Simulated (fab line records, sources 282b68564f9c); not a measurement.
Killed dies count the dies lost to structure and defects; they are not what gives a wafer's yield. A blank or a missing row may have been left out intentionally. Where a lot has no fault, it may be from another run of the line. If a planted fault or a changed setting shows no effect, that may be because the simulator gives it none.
Split-lot trial -- flow rit cmos -- 5 lots, 23 wafers read, on a route of 202 steps

ABOUT THE SPLIT
At RIT_PWELL_IMPLANT_08, the setting energy kev was moved away from the recipe's 170 on 4 of the 23 wafers read, by +1.9% to +5.9%. For the rest of the wafers, this setting stayed at what the recipe calls for.

The reading is taken at the split's own step.

THE READING
In nm, at RIT_PWELL_IMPLANT_08: implant.drp nm, which is the simulator's own figure and was read by no gauge. No usual value for it is given in the file.

wafer,"tool, chamber at the split",energy kev as run,against the recipe,"implant.drp nm, nm",against lot-mates on the recipe
L074.2,"implanter-03, 0",170,recipe,102.9,-
L074.3,"implanter-03, 0",170,recipe,102.9,-
L074.5,"implanter-03, 0",170,recipe,102.9,-
L075.1,"implanter-02, 0",173.3,+1.9%,103.4,+0.5
L075.6,"implanter-02, 0",173.3,+1.9%,103.4,+0.5
L075.3,"implanter-02, 0",170,recipe,102.9,-
L075.4,"implanter-02, 0",170,recipe,102.9,-
L075.5,"implanter-02, 0",170,recipe,102.9,-
L077.2,"implanter-01, 0",170,recipe,102.9,-
L077.3,"implanter-01, 0",170,recipe,102.9,-
L077.4,"implanter-01, 0",170,recipe,102.9,-
L077.5,"implanter-01, 0",170,recipe,102.9,-
L077.6,"implanter-01, 0",170,recipe,102.9,-
L079.1,"implanter-01, 0",170,recipe,102.9,-
L079.3,"implanter-01, 0",170,recipe,102.9,-
L079.4,"implanter-01, 0",170,recipe,102.9,-
L079.5,"implanter-01, 0",170,recipe,102.9,-
L079.6,"implanter-01, 0",170,recipe,102.9,-
L084.1,"implanter-02, 0",180,+5.9%,104.5,+1.6
L084.3,"implanter-02, 0",180,+5.9%,104.5,+1.6
L084.4,"implanter-02, 0",170,recipe,102.9,-
L084.5,"implanter-02, 0",170,recipe,102.9,-
L084.6,"implanter-02, 0",170,recipe,102.9,-

FIT RESULTS
A straight line over all 23 wafers: implant.drp nm changes by +0.271 nm for each +1% of energy kev; r = +1.00; the points scatter about the line by 0.008 nm.
The same after taking each lot's own level away (the mean of its wafers on the recipe; 23 wafers): +0.271 nm for each +1%; r = +1.00; scatter 0.008 nm.
The reading moves by 1.6 nm for the largest change in energy kev, on that fit.
The lots' own levels span 102.90 to 102.90 nm.
Consequently the slope shifts little with the lot-to-lot level, the two slopes agreeing.
Check: with one of the wafers moved furthest among these (+5.9%) left out of the fit, the line predicts +1.59 nm for it against its lot-mates. It came out at +1.6 nm against them.

ADDITIONAL SPLITS CARRIED BY THESE WAFERS
These wafers also went through other splits before the reading. Each is held against what the fit with the lots' levels taken away leaves over:
other split on the same wafers,wafers away from the commonest value,r with implant.drp nm (lot level and that fit taken away)
RIT_ACTIVE_CVD_03 time s,15,+0.45
RIT_ACTIVE_COAT_06 spin rpm,10,+0.08
RIT_NWELL_COAT_01 spin rpm,9,+0.63
RIT_NWELL_IMPLANT_08 dose cm2,7,-0.02
RIT_PWELL_SOFTBAKE_02 temp c,10,-0.44

THE WHOLE CHAIN: every reading that the file lists as answering this split, in the file's order
step,what it does,reading,change (the file's fit),r (the file's)
RIT_PWELL_IMPLANT_08,,"implant.rp nm (the simulator's own value, which no gauge read)",+3.69 nm for each +1% of the setting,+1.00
RIT_PWELL_IMPLANT_08,,"implant.drp nm (the simulator's own value, which no gauge read)",+0.274 nm for each +1% of the setting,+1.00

THE FILE'S OWN FIT
implant.drp nm changes by +0.274 nm for each +1% of energy kev, r = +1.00.
